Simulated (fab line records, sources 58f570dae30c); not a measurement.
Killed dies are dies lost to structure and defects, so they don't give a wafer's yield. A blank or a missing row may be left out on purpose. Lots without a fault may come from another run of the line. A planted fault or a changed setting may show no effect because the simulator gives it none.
Problem report in the 8D (eight disciplines) form, filled by code | flow berkeley_cmos170 | the parts of the form that need people (team, actions taken, sign-off) are left out

1. THE PROBLEM
cd_nm at UCB170_M1_CD_MEAS_09 reads a mean of 711.7 nm on 6 wafers of 2 lots; wafers without a fault read 700.2 nm with a standard deviation of 1.3. That is +8.8 standard deviations from the usual mean.
The step: target cd 700 nm.
First seen on wafer L540.1, day 9 18:57, on cd_sem-02. The record holds 42 wafers of 14 lots with a number at this step. Rule for "out", or "out of limits": more than 4 standard deviations from the usual mean. The other wafers with a number count as sound.

2. WHAT IT IS AND WHAT IT IS NOT
question                    | is                     | is not
which readings at this step | cd_nm                  | -
which lots                  | L540, L542             | L530, L531, L532, L533, L534, L535, L537, L541, L546, L547, L548, L552
which wafers of those lots  | all that have a number | -
read on which gauges        | cd_sem-02              | cd_sem-01
when                        | from day 9 18:57       | up to then (21 sound wafers); but 15 sound wafers of L541, L546, L547, L548, L552 came after

3. SUSPECTS, AND WHAT RULES EACH OUT
Counting: a tool at a process step up to the reading stays a suspect if it ran every lot that is out and no sound lot after the first of them.
- the gauge at UCB170_M1_CD_MEAS_09: ruled out. All the wafers that are out were read on cd_sem-02, but those of them that UCB170_M1_SOFTBAKE_05 has rows for are out there too, on other tools.
- litho_track-01 at UCB170_M1_SOFTBAKE_05 (time 60 s): kept. It ran every lot that is out, first L540 (day 9 18:00), and no sound lot after that; its last sound lot up to then is L535 (day 8 15:00). Its own readings are out on those wafers: heater_power_total_W, plate_temp_C.
Left after counting: litho_track-01 at UCB170_M1_SOFTBAKE_05.

4. THE CAUSE (what the simulator had put in)
Process parameter drift: litho_track-01, from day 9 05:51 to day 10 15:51, at UCB170_M1_SOFTBAKE_05. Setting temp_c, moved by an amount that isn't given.
Counting left only this tool.

5. THE CHAIN OF EFFECTS, in route order
Each row: a reading whose mean over the struck wafers that have a number lies more than 3 standard deviations from the usual. Only readings for which the record gives a usual standard deviation are gone through. hours: the time from each lot's start at the first step in this table that gives one to its start at this step, as a median over the lots. sigmas: the change in usual standard deviations.
hours | step                  | reading              | usual    | on struck wafers | change | sigmas
0     | UCB170_M1_SOFTBAKE_05 | heater_power_total_W | 56.80 W  | 53.86            | -2.94  | -67
0     | UCB170_M1_SOFTBAKE_05 | plate_temp_C         | 129.98 C | 124.76           | -5.22  | -35
1     | UCB170_M1_CD_MEAS_09  | cd_nm                | 700.2 nm | 711.7            | +11.5  | +8.8
The process steps in it:
- UCB170_M1_SOFTBAKE_05: time 60 s.

6. WHAT WOULD HAVE CAUGHT IT SOONER
In this record the first reading out of limits at a measuring or inspecting step was taken at day 9 18:57, 13 hours after the fault began at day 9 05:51.
The tool's own readings at UCB170_M1_SOFTBAKE_05 were out on every struck wafer that the step has a row for (heater_power_total_W, plate_temp_C): an alarm limit on them would have fired on the first of those.
Of the lots that are out (2), L542 began UCB170_M1_SOFTBAKE_05 on litho_track-01 after day 9 18:57. A hold on the tool at that time would have spared it.
